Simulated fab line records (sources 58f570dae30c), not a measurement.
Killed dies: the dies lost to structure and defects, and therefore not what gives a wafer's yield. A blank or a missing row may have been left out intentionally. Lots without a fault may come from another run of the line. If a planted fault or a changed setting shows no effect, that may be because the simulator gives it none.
Which of the tools did it? | flow berkeley cmos170 | 42 wafers from 14 lots sampled at 2 of the route's 331 steps

## WHAT EACH GAUGE READ, for each wafer
UCB170_NWELL_THK_MEAS_05. Usual: NWELL_NITRIDE_THK typically reads 225.6 nm, with standard deviation 1.9.
lot  | measured    | on            | NWELL_NITRIDE_THK (nm) | flag
L645 | day 2 06:15 | film metro-04 | 226.6 225.0 223.9      |
L646 | day 2 09:58 | film metro-02 | 222.3 223.9 222.2      |
L647 | day 2 15:32 | film metro-04 | 223.6 224.3 224.7      |
L648 | day 2 21:16 | film metro-02 | 225.1 224.6 224.1      |
L649 | day 3 02:06 | film metro-04 | 225.0 225.9 225.0      |
L651 | day 3 17:18 | film metro-01 | 234.9 234.5 233.2      | OFF
L652 | day 3 17:17 | film metro-02 | 239.3 238.2 238.1      | OFF
L653 | day 4 02:45 | film metro-04 | 225.5 226.7 228.2      |
L663 | day 6 02:35 | film metro-01 | 222.6 223.4 223.5      |
L664 | day 6 08:25 | film metro-02 | 230.4 227.1 229.2      |
L665 | day 6 08:25 | film metro-04 | 225.2 226.6 226.9      |
L666 | day 6 11:01 | film metro-04 | 230.5 230.7 230.8      |
L667 | day 6 22:02 | film metro-04 | 226.1 226.5 225.7      |
L668 | day 6 22:05 | film metro-04 | 223.4 223.3 225.1      |

## EACH LOT AND THE TOOL THAT RAN IT (in order: tool; ch and the chambers of the sampled wafers; start)
lot  | UCB170_NWELL_CVD_04
L645 | lpcvd-02 ch 1, day 2 03:20
L646 | lpcvd-01 ch 1, day 2 08:01
L647 | lpcvd-02 ch 1, day 2 12:38
L648 | lpcvd-01 ch 1, day 2 19:20
L649 | lpcvd-02 ch 1, day 2 23:10
L651 | lpcvd-02 ch 0, day 3 15:21
L652 | lpcvd-02 ch 1, day 3 15:21
L653 | lpcvd-01 ch 1, day 3 23:50
L663 | lpcvd-01 ch 0, day 6 00:38
L664 | lpcvd-02 ch 1, day 6 06:28
L665 | lpcvd-02 ch 1, day 6 06:28
L666 | lpcvd-02 ch 1, day 6 09:04
L667 | lpcvd-02 ch 0, day 6 20:06
L668 | lpcvd-02 ch 0, day 6 20:06
- UCB170_NWELL_CVD_04: deposits Si3N4 from SiH2Cl2/NH3, target thk 224 nm, time 3360 s.

## WHAT THE TOOLS THEMSELVES READ (means of the sampled wafers that have a number; where no wafer has one, the mark that the record gives instead)
UCB170_NWELL_CVD_04. Usual: sih2cl2 flow sccm 25.02 sccm, standard deviation 0.068; susceptor temp C 799.9 C, standard deviation 0.35; zone power centre pct 36.7 %, standard deviation 2.6.
lot  | tool     | sih2cl2 flow sccm (sccm) | susceptor temp C (C) | zone power centre pct (%) | flag
L645 | lpcvd-02 | 25.11                    | 800.0                | 34.3                      |
L646 | lpcvd-01 | 25.05                    | 800.1                | 40.8                      |
L647 | lpcvd-02 | 24.99                    | 799.7                | 34.4                      |
L648 | lpcvd-01 | 24.98                    | 799.9                | 41.1                      |
L649 | lpcvd-02 | 25.09                    | 800.2                | 34.3                      |
L651 | lpcvd-02 | 30.01                    | 799.9                | 36.8                      | OFF
L652 | lpcvd-02 | 29.97                    | 800.3                | 34.2                      | OFF
L653 | lpcvd-01 | 25.02                    | 799.9                | 41.0                      |
L663 | lpcvd-01 | 24.99                    | 799.7                | 36.1                      |
L664 | lpcvd-02 | 25.01                    | 799.7                | 34.5                      |
L665 | lpcvd-02 | 25.03                    | 800.1                | 34.3                      |
L666 | lpcvd-02 | 25.09                    | 799.9                | 34.7                      |
L667 | lpcvd-02 | 25.01                    | 799.7                | 36.5                      |
L668 | lpcvd-02 | 25.05                    | 800.4                | 36.8                      |

## THE ANSWER, worked out from the rows above alone
Rule: take the mean of a lot's wafers that have a number; if it is more than 3 standard deviations from the usual mean, the lot is off. Also off: a lot with no number at a reading for which 4 or more lots have one. Where the step has rows for the other lots, those lots are counted as sound. After the gauges, taken in route order, come the tools' own readings; for these a lot's mean is taken, as printed above. The first step at which some lot is off is used, and at that step the reading that is off furthest; a lot without a number counts as furthest.
Off: at UCB170_NWELL_THK_MEAS_05 (NWELL_NITRIDE_THK), L651, L652.
If a tool, at a process step before that reading, ran all the lots that are off and no sound lot after the first of them, it fits. The gauges at UCB170_NWELL_THK_MEAS_05 aren't tried: what is off there is off at UCB170_NWELL_CVD_04 too, on other tools, and a gauge's error can't cause that. Of those tried, none fits.

## WHAT WAS PUT IN BY THE SIMULATOR
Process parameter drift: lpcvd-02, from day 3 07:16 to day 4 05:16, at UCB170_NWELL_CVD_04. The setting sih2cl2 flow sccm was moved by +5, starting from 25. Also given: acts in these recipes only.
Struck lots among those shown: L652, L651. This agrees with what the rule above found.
